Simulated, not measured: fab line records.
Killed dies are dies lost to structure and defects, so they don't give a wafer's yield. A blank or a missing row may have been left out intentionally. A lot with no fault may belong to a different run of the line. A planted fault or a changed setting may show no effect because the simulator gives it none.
Split-lot trial / flow berkeley-cmos170 / 5 lots, 23 wafers read, on a route of 331 steps

## THE SPLIT ITSELF
At UCB170_SPACER_CVD_00 (deposits SiO2 from TEOS/O2, target thk 376 nm, time 47 s), the setting time-s was moved away from the recipe's 47 s on 8 of the 23 wafers read, by -11.3% to -4.7%. The other wafers ran this setting at the recipe's value.

There is no step in the file separating the split from the reading.

## THE READING
Values of SPACER_TEOS_THK in nm from UCB170_SPACER_THK_MEAS_01. Typical for fault-free wafers on this fab line: 375 nm, with standard deviation 4.1 nm.

wafer=L075.1; tool, chamber at the split=pecvd-03, 1; time-s as run, s=47; against the recipe=recipe; SPACER_TEOS_THK, nm=367; against lot-mates on the recipe=-
wafer=L075.2; tool, chamber at the split=pecvd-03, 2; time-s as run, s=47; against the recipe=recipe; SPACER_TEOS_THK, nm=371; against lot-mates on the recipe=-
wafer=L075.3; tool, chamber at the split=pecvd-03, 0; time-s as run, s=47; against the recipe=recipe; SPACER_TEOS_THK, nm=371; against lot-mates on the recipe=-
wafer=L078.1; tool, chamber at the split=pecvd-02, 1; time-s as run, s=44.8; against the recipe=-4.7%; SPACER_TEOS_THK, nm=353; against lot-mates on the recipe=-23
wafer=L078.3; tool, chamber at the split=pecvd-02, 2; time-s as run, s=44.8; against the recipe=-4.7%; SPACER_TEOS_THK, nm=358; against lot-mates on the recipe=-18
wafer=L078.4; tool, chamber at the split=pecvd-02, 1; time-s as run, s=44.8; against the recipe=-4.7%; SPACER_TEOS_THK, nm=359; against lot-mates on the recipe=-17
wafer=L078.5; tool, chamber at the split=pecvd-02, 1; time-s as run, s=47; against the recipe=recipe; SPACER_TEOS_THK, nm=378; against lot-mates on the recipe=-
wafer=L078.6; tool, chamber at the split=pecvd-02, 2; time-s as run, s=47; against the recipe=recipe; SPACER_TEOS_THK, nm=374; against lot-mates on the recipe=-
wafer=L079.1; tool, chamber at the split=pecvd-03, 0; time-s as run, s=47; against the recipe=recipe; SPACER_TEOS_THK, nm=369; against lot-mates on the recipe=-
wafer=L079.2; tool, chamber at the split=pecvd-03, 2; time-s as run, s=47; against the recipe=recipe; SPACER_TEOS_THK, nm=369; against lot-mates on the recipe=-
wafer=L079.3; tool, chamber at the split=pecvd-03, 1; time-s as run, s=47; against the recipe=recipe; SPACER_TEOS_THK, nm=369; against lot-mates on the recipe=-
wafer=L079.5; tool, chamber at the split=pecvd-03, 2; time-s as run, s=47; against the recipe=recipe; SPACER_TEOS_THK, nm=372; against lot-mates on the recipe=-
wafer=L079.6; tool, chamber at the split=pecvd-03, 1; time-s as run, s=47; against the recipe=recipe; SPACER_TEOS_THK, nm=373; against lot-mates on the recipe=-
wafer=L081.1; tool, chamber at the split=pecvd-01, 0; time-s as run, s=47; against the recipe=recipe; SPACER_TEOS_THK, nm=371; against lot-mates on the recipe=-
wafer=L081.2; tool, chamber at the split=pecvd-01, 2; time-s as run, s=47; against the recipe=recipe; SPACER_TEOS_THK, nm=369; against lot-mates on the recipe=-
wafer=L081.3; tool, chamber at the split=pecvd-01, 1; time-s as run, s=41.71; against the recipe=-11.3%; SPACER_TEOS_THK, nm=332; against lot-mates on the recipe=-40
wafer=L081.4; tool, chamber at the split=pecvd-01, 2; time-s as run, s=47; against the recipe=recipe; SPACER_TEOS_THK, nm=376; against lot-mates on the recipe=-
wafer=L081.5; tool, chamber at the split=pecvd-01, 0; time-s as run, s=41.71; against the recipe=-11.3%; SPACER_TEOS_THK, nm=336; against lot-mates on the recipe=-36
wafer=L085.1; tool, chamber at the split=pecvd-02, 0; time-s as run, s=47; against the recipe=recipe; SPACER_TEOS_THK, nm=374; against lot-mates on the recipe=-
wafer=L085.3; tool, chamber at the split=pecvd-02, 2; time-s as run, s=47; against the recipe=recipe; SPACER_TEOS_THK, nm=369; against lot-mates on the recipe=-
wafer=L085.4; tool, chamber at the split=pecvd-02, 1; time-s as run, s=43.82; against the recipe=-6.8%; SPACER_TEOS_THK, nm=356; against lot-mates on the recipe=-16
wafer=L085.5; tool, chamber at the split=pecvd-02, 2; time-s as run, s=43.82; against the recipe=-6.8%; SPACER_TEOS_THK, nm=349; against lot-mates on the recipe=-22
wafer=L085.6; tool, chamber at the split=pecvd-02, 0; time-s as run, s=43.82; against the recipe=-6.8%; SPACER_TEOS_THK, nm=352; against lot-mates on the recipe=-20

FIT RESULTS
A straight line over all 23 wafers: SPACER_TEOS_THK changes by +3.17 nm for each +1% of time-s; r = +0.97; the points scatter about the line by 3.1 nm.
The same after taking each lot's own level away (the mean of its wafers on the recipe; 23 wafers): +3.3 nm for each +1%; r = +0.97; scatter 3.1 nm.
Per that fit: largest time-s move, reading shift of 37 nm.
Across the lots, their own levels run from 369.7 to 376.0 nm, a range of 1.5 times the standard deviation given above.
So the lot-to-lot level changes the slope little: the two slopes agree.
Check: -36.2 nm against its lot-mates is what the line predicts for one of the wafers moved furthest among these (-11.3%) when that wafer is left out of the fit. Against them it came out at -40 nm.

## THESE WAFERS: OTHER SPLITS
These wafers also went through other splits before the reading. Each is held against what the fit with the lots' levels taken away leaves over:
other split on the same wafers=UCB170_ACTIVE_CVD_05 pressure-mtorr; wafers away from the commonest value=15; r with SPACER_TEOS_THK (lot level and that fit taken away)=+0.11
other split on the same wafers=UCB170_FIELD_OXIDATION_01 ox-time-s; wafers away from the commonest value=18; r with SPACER_TEOS_THK (lot level and that fit taken away)=-0.12
other split on the same wafers=UCB170_PLDD_EXPOSE_03 dose-mj; wafers away from the commonest value=12; r with SPACER_TEOS_THK (lot level and that fit taken away)=+0.30
other split on the same wafers=UCB170_NLDD_PEB_04 peb-temp-c; wafers away from the commonest value=9; r with SPACER_TEOS_THK (lot level and that fit taken away)=-0.50

## THE WHOLE CHAIN: every reading that the file lists as answering this split, in the file's order
step=UCB170_SPACER_CVD_00; what it does=deposits SiO2 from TEOS/O2, target thk 376 nm, time 47 s; reading=SiO2_of_SPACER_CVD_00.thk-nm (the simulator's own value, which no gauge read); change (the file's fit)=+3.35 nm for each +1% of the setting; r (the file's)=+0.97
step=UCB170_SPACER_THK_MEAS_01; what it does=; reading=SPACER_TEOS_THK; change (the file's fit)=+3.35 for each +1% of the setting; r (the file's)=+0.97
step=UCB170_SPACER_ETCHBACK_03; what it does=etches SiO2 in CHF3/CF4/Ar, stops on Si, target depth 376 nm, time 100 s; reading=etch.depth-nm (the simulator's own value, which no gauge read); change (the file's fit)=+3.8 nm for each +1% of the setting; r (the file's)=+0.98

## FILE'S OWN FIT
SPACER_TEOS_THK changes by +3.35 nm for each +1% of time-s, r = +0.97.
